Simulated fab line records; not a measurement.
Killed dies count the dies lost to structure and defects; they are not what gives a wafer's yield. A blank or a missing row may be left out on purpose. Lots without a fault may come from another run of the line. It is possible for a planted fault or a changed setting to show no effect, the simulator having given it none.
8D (eight disciplines) problem report, filled in by code / flow rit_cmos / the parts of the form that need people (team, actions taken, sign-off) are left out

## 1. WHAT IS WRONG
Mean of heater_power_total_W at RIT_NRETRO_SOFTBAKE_02: 33.12 W across 6 wafers in 2 lots; on wafers with no fault it is 34.56 W (standard deviation 0.051). That puts it -28 standard deviations away from the usual mean.
The step: time 60 s.
First observed at day 6 10:26: wafer L680.4, on litho_track-04. Wafers with a number at this step in the record: 42, from 14 lots. Rule for "out" (also "out of limits"): further than 4 standard deviations from the usual mean. The other wafers with a number count as sound.

## 2. WHAT IT IS, AND WHAT IT ISN'T
question=which readings at this step | is=heater_power_total_W, plate_temp_C | is not=exhaust_pa
question=which lots | is=L680, L683 | is not=L660, L663, L664, L666, L667, L668, L670, L671, L672, L673, L679, L682
question=which wafers of those lots | is=all that have a number | is not=-
question=read on which tools | is=litho_track-04 | is not=litho_track-01, litho_track-02
question=when | is=from day 6 10:26 | is not=up to then (33 sound wafers); but 3 sound wafers of L682 came after

## 3. SUSPECTS, AND WHAT RULES EACH OUT
Counting: any tool at a process step up to the reading is kept as a suspect provided that every lot that is out went through it and no sound lot did after the first of them.
- litho_track-04 at RIT_NRETRO_SOFTBAKE_02 (time 60 s): kept. All lots that are out passed through it, beginning with L680 at day 6 10:26, and no sound lot followed; its final sound lot before that point was L672 at day 4 23:22. Its own heater_power_total_W, plate_temp_C readings are out on those wafers.
Left after counting: litho_track-04 at RIT_NRETRO_SOFTBAKE_02.

## 4. THE CAUSE (what the simulator had put in)
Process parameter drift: litho_track-04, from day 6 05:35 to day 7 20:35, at RIT_NRETRO_SOFTBAKE_02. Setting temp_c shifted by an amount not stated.
Only this tool survived the counting.

## 5. THE EFFECT CHAIN, in route order
Each row: a reading where the mean over the struck wafers with a number is more than 3 standard deviations away from the usual. Readings are gone through only where the record gives a usual standard deviation; hours: the median, over the lots, of the time from a lot's start at the first step in this table giving one to that lot's start at this step; sigmas: the change measured in usual standard deviations.
hours=0; step=RIT_NRETRO_SOFTBAKE_02; reading=heater_power_total_W; usual=34.56 W; on struck wafers=33.12; change=-1.45; sigmas=-28
hours=0; step=RIT_NRETRO_SOFTBAKE_02; reading=plate_temp_C; usual=90.00 C; on struck wafers=87.39; change=-2.61; sigmas=-22
It contains these process steps:
- RIT_NRETRO_SOFTBAKE_02: time 60 s.
Later measuring or inspecting steps at which every struck wafer that the step has a row for has a number for every such reading, and none has moved that far: RIT_SPACER_THK_MEAS_04, RIT_NSD_OVL_MEAS_06.

## 6. WHAT WOULD HAVE CAUGHT IT SOONER
In this record the first reading out of limits was taken at day 6 10:26, 5 hours after the fault began at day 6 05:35.
